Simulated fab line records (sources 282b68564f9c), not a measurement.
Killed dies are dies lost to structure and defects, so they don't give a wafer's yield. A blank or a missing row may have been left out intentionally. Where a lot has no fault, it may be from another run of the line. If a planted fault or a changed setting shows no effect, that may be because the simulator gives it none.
A lot that was struck, set against a sound lot / flow rit cmos / 20 steps out of a route of 202
Sound: wafers L490.2, L490.4, L490.5. The struck wafers were L498.1, L498.2, L498.6. The cause is given at the end.
At each step with rows: each side's tool, then ch and its chambers, then its first start. Under that, the readings that differ: sound wafers / struck wafers / difference of the means / sigmas: that difference in standard deviations of wafers without a fault.
alike: same words and numbers on both sides, and readings whose means sit less than 2 such deviations apart. not compared: any withheld reading, any reading some wafer has no value for, any bound like >300 that may hide the same value, and any number with overlapping values for which the record gives no deviation.
Wherever a step has rows on one side only, a row that says differs or no value, or a row with sigmas, the two part there. When numbers do not overlap yet have no deviation, they are printed without sigmas and do not part them. Lack of a reading on every wafer of one side parts them only where that side has two or more wafers.

first, 6 steps without rows for these wafers: RIT_NRETRO_HMDS_00 (prime time 60 s); RIT_NRETRO_COAT_01 (resist thk 1300 nm); RIT_NRETRO_SOFTBAKE_02 (time 60 s); RIT_NRETRO_EXPOSE_03 (exposes mask M4, target cd 43900 nm); RIT_NRETRO_PEB_04; RIT_NRETRO_DEVELOP_05 (develop time 68 s).
RIT_NRETRO_OVL_MEAS_06:
  struck on overlay-01, day 4 06:49; sound on overlay-02, day 3 03:12
  alike: NRETRO_OVL
then, 2 steps without rows for these wafers: RIT_NRETRO_HARDBAKE_07 (time 120 s); RIT_NRETRO_IMPLANT_08.
RIT_NRETRO_STRIP_09: strips in O2, time 180 s.
  sound on plasma asher-01 ch 0,1, day 3 03:38; struck on plasma asher-04 ch 0,1, day 4 07:16
  alike: drypump motor current A
  not compared: rf hours counter h
RIT_NRETRO_TW_MEAS_10:
  struck on film metro-03, day 4 07:26; sound on film metro-04, day 3 03:49
  alike: NRETRO_TW
then, 1 step without rows for these wafers: RIT_PRETRO_HMDS_00 (prime time 60 s).
RIT_PRETRO_COAT_01: resist thk 1300 nm.
  sound on litho track-01 ch 0, day 3 04:02; struck on litho track-03, day 4 07:38
  no value came back on the struck wafers for chill plate temp C (C), dispense pressure kPa (kPa); on the sound wafers chill plate temp C (C) reads 23.05 23.07 23.05
then, 4 steps without rows for these wafers: RIT_PRETRO_SOFTBAKE_02 (time 60 s); RIT_PRETRO_EXPOSE_03 (exposes mask M5, target cd 43700 nm); RIT_PRETRO_PEB_04; RIT_PRETRO_DEVELOP_05 (develop time 68 s).
RIT_PRETRO_OVL_MEAS_06:
  struck on overlay-01, day 4 08:27; sound on overlay-01, day 3 04:53
reading=PRETRO_OVL (nm); sound=-0.9 -0.6 -1.2; struck=- - -; difference=no value on the struck wafers; sigmas=
then, 1 step without rows for these wafers: RIT_PRETRO_HARDBAKE_07 (time 120 s).
RIT_M1_PROBE_99:
  struck on prober-02, day 5 12:35; sound on prober-02, day 4 12:19
reading=killed at front end; sound=8 3 9; struck=264 264 264; difference=+257; sigmas=+92
reading=killed dies; sound=8 3 9; struck=264 264 264; difference=+257; sigmas=+92
reading=killed on rim; sound=1 2 2; struck=70 70 70; difference=+68; sigmas=+53
  alike: killed at contacts, killed open, killed short

## WHERE THEY PART
Last at RIT_M1_PROBE_99 as far as this record goes, first at RIT_PRETRO_COAT_01.

WHY: what the simulator had put in
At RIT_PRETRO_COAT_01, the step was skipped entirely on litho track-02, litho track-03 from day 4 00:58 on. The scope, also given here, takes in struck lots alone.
